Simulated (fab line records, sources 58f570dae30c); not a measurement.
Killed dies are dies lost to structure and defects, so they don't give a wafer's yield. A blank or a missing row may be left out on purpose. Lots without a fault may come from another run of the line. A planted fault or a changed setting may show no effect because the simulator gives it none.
One fault seen from 2 desks | flow berkeley_cmos170 | each desk has only its own numbers; what lay behind them comes last

THE METROLOGY DESK
What the gauges read, lot by lot, whatever tool the lot ran on: means of the sampled wafers that have a number. A lot is out of limits, marked OUT, if its mean lies more than 4 standard deviations from the usual mean; the brackets give that distance.
Columns: A = NSD_OVL at UCB170_NSD_OVL_MEAS_07, usual 2 nm; B = NSD_TW at UCB170_NSD_TW_MEAS_10, usual 4173; C = NSD_RS at UCB170_SDANNEAL_RS_MEAS_03, usual 37.66 ohm/sq; D = M1_AL_THK at UCB170_M1_THK_MEAS_02, usual 596 nm
lot  | first seen here | A  | B    | C               | D
L931 | day 7 14:01     | 2  | 4212 | 37.60           | 596
L932 | day 7 14:13     | 1  | 4168 | 37.69           | 591
L933 | day 8 07:54     | 3  | 4121 | 37.50           | 598
L936 | day 8 15:58     | 3  | 4171 | 37.76           | 594
L934 | day 8 16:05     | 4  | 4123 | 37.62           | 592
L935 | day 8 16:20     | 2  | 4200 | 37.57           | 590
L939 | day 9 07:52     | 0  | 4232 | 37.64           | 606
L938 | day 9 08:09     | -2 | 4110 | 37.77           | 586
L948 | day 11 04:53    | 5  | 4243 | 36.24 (-15) OUT | 605
L949 | day 12 10:43    | 3  | 4326 | 36.45 (-13) OUT | 591
L950 | day 12 11:04    | -4 | 4218 | 37.60           | 599
L952 | day 12 19:56    | -2 | 4151 | 37.74           | 590
L953 | day 13 04:41    | -5 | 4236 | 37.68           | 599
L954 | day 13 05:15    | 3  | 4166 | 37.51           | 603
This desk's finding: out of limits on L948, L949; first on L948, day 11 06:34 (NSD_RS at UCB170_SDANNEAL_RS_MEAS_03). In limits: L931, L932, L933, L936, L934, L935, L939, L938, L950, L952, L953, L954.

THE TOOL OWNER'S DESK: implanter-04
The tool's own readings at UCB170_NSD_IMPLANT_08: means of the sampled wafers that have a number, for each lot that ran on this tool. A lot is out of limits, marked OUT, if its mean lies more than 4 standard deviations from the usual mean; the brackets give that distance.
Columns: A = beam_energy_keV at UCB170_NSD_IMPLANT_08, usual 40.002
lot  | first seen here | A
L931 | day 7 14:03     | 40.007
L933 | day 8 07:59     | 40.007
L934 | day 8 16:08     | 40.008
L939 | day 9 07:54     | 40.017
L948 | day 11 04:56    | 45.191 (+99 or more) OUT
L949 | day 12 10:46    | 45.197 (+99 or more) OUT
This desk's finding: out of limits on L948, L949; first on L948, day 11 04:56 (beam_energy_keV at UCB170_NSD_IMPLANT_08). In limits: L931, L933, L934, L939.

PUT TOGETHER
The tool owner's desk could have raised an alarm at day 11 04:56, on L948, L949.
The metrology desk could have raised an alarm at day 11 06:34, on L948, L949.
Of the lots named, all ran UCB170_NSD_IMPLANT_08 on implanter-04.

WHAT THE SIMULATOR HAD PUT IN
Process parameter drift: implanter-04, from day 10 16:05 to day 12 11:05, at UCB170_NSD_IMPLANT_08. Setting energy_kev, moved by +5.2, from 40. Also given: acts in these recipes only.
Lots struck among those shown: L948, L949.
Hours from the fault's start to each desk's first reading out of limits: the tool owner's desk, 13; the metrology desk, 14.
